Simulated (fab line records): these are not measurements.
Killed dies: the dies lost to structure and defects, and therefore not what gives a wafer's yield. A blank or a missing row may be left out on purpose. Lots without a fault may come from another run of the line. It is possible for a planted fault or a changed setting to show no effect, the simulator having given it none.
Shared-tool check | flow berkeley_cmos170 | Lots sampled 15, wafers sampled 45

== WHY THIS WAS OPENED ==
3 of 15 lots carry a flag on the reading PLDD_RS at UCB170_SDANNEAL_RS_MEAS_04. Fault-free wafers read 1032 ohm/sq, with a standard deviation of 3.2.
Rule: a lot is flagged when every wafer of it that has a number lies more than 4 standard deviations from that mean, or none has a number. The rest of the lots are taken to be sound.

lot  | measured     | on            | PLDD_RS (ohm/sq), wafer by wafer | flag
L591 | day 7 05:13  | film_metro-04 | 1029 1029 1029                   |
L587 | day 7 05:14  | film_metro-01 | 1034 1034 1033                   |
L588 | day 7 05:24  | film_metro-03 | 1035 1032 1036                   |
L590 | day 7 05:43  | film_metro-01 | 1035 1037 1037                   |
L589 | day 7 06:07  | film_metro-04 | 1034 1036 1032                   |
L592 | day 7 17:34  | film_metro-01 | 1089 1091 1091                   | FLAGGED
L593 | day 8 01:04  | film_metro-03 | 1087 1088 1090                   | FLAGGED
L596 | day 8 22:31  | film_metro-03 | 1030 1028 1029                   |
L600 | day 9 07:36  | film_metro-03 | 1085 1085 1085                   | FLAGGED
L602 | day 9 20:08  | film_metro-01 | 1034 1031 1031                   |
L603 | day 10 02:51 | film_metro-04 | 1033 1031 1031                   |
L605 | day 10 13:56 | film_metro-03 | 1033 1034 1035                   |
L604 | day 10 14:02 | film_metro-04 | 1030 1034 1029                   |
L609 | day 11 13:11 | film_metro-04 | 1034 1028 1031                   |
L610 | day 12 01:34 | film_metro-03 | 1033 1033 1032                   |
The mean of the flagged lots' numbers is 1088 ohm/sq, +56 ohm/sq from the usual (+17 standard deviations).

== WHICH TOOL RAN EACH LOT ==
2 process steps preceding the reading are held in the record, out of 331 steps in the route. Read each cell as the tool, then ch plus the chambers that the sampled wafers visited, then the start.
lot  | flag    | UCB170_NVT_STRIP_08                  | UCB170_SPACER_ANNEAL_02
L591 |         | plasma_asher-01 ch 0,1, day 6 00:35  | furnace-02 ch 0, day 6 21:35
L587 |         | plasma_asher-04 ch 0,1, day 6 00:22  | furnace-02 ch 0, day 6 21:35
L588 |         | plasma_asher-01 ch 0,1, day 6 00:02  | furnace-02 ch 0, day 6 21:35
L590 |         | plasma_asher-03 ch 0,1, day 6 00:31  | furnace-02 ch 0, day 6 21:35
L589 |         | plasma_asher-03 ch 0,1, day 6 00:19  | furnace-02 ch 0, day 6 21:35
L592 | FLAGGED | plasma_asher-03 ch 0, day 6 16:42    | furnace-02 ch 0, day 7 11:01
L593 | FLAGGED | plasma_asher-04 ch 0,1, day 6 21:48  | furnace-02 ch 0, day 7 18:07
L596 |         | plasma_asher-03 ch 0,1, day 7 08:24  | furnace-01 ch 0, day 8 15:34
L600 | FLAGGED | plasma_asher-03 ch 0,1, day 8 02:04  | furnace-02 ch 0, day 9 00:03
L602 |         | plasma_asher-01 ch 0,1, day 8 12:35  | furnace-01 ch 0, day 9 13:34
L603 |         | plasma_asher-01 ch 0,1, day 8 23:07  | furnace-01 ch 0, day 9 17:40
L605 |         | plasma_asher-01 ch 0,1, day 9 08:10  | furnace-03 ch 0, day 10 07:18
L604 |         | plasma_asher-03 ch 0,1, day 9 07:38  | furnace-03 ch 0, day 10 07:18
L609 |         | plasma_asher-03 ch 0,1, day 10 03:56 | furnace-01 ch 0, day 11 04:43
L610 |         | plasma_asher-01 ch 0,1, day 10 19:07 | furnace-02 ch 0, day 11 16:25
What the steps here do:
- UCB170_NVT_STRIP_08: strips in O2.
- UCB170_SPACER_ANNEAL_02: time 1800 s.
- UCB170_SDANNEAL_RS_MEAS_04: measures by four-point-probe.

== FLAGGED AGAINST TOTAL, ONE TOOL AT A TIME (gauges that did the reading follow at the end) ==
step                       | tool            | lots run | flagged | share of the flagged lots | sound lots run after its first flagged lot
UCB170_NVT_STRIP_08        | plasma_asher-01 | 6        | 0       | none                      | -
UCB170_NVT_STRIP_08        | plasma_asher-03 | 7        | 2       | some                      | 3 (L596,L604,L609)
UCB170_NVT_STRIP_08        | plasma_asher-04 | 2        | 1       | some                      | 0
UCB170_SPACER_ANNEAL_02    | furnace-01      | 4        | 0       | none                      | -
UCB170_SPACER_ANNEAL_02    | furnace-02      | 9        | 3       | all                       | 1 (L610)
UCB170_SPACER_ANNEAL_02    | furnace-03      | 2        | 0       | none                      | -
UCB170_SDANNEAL_RS_MEAS_04 | film_metro-01   | 4        | 1       | some                      | 1 (L602)
UCB170_SDANNEAL_RS_MEAS_04 | film_metro-03   | 6        | 2       | some                      | 3 (L596,L605,L610)
UCB170_SDANNEAL_RS_MEAS_04 | film_metro-04   | 5        | 0       | none                      | -

== THE TABLE: WHAT IT ALLOWS ==
Rows of the table that ran each flagged lot: 1, that is furnace-02 at UCB170_SPACER_ANNEAL_02.
- furnace-02 at UCB170_SPACER_ANNEAL_02 ran 9 lots, 3 of them flagged. After the first flagged lot (L610), sound lots still ran on it; a lasting fault on the whole tool would not permit that. Its own readings (spike_tc_centre_C, spike_tc_load_C, spike_tc_source_C, tube_center_temp_C, tube_center_temp_C_max) fall more than 4 standard deviations out on all wafers of the flagged lots.
Every row of the table either missed a flagged lot or ran a sound lot after the first.

== WHAT THE SIMULATOR HAD INSERTED ==
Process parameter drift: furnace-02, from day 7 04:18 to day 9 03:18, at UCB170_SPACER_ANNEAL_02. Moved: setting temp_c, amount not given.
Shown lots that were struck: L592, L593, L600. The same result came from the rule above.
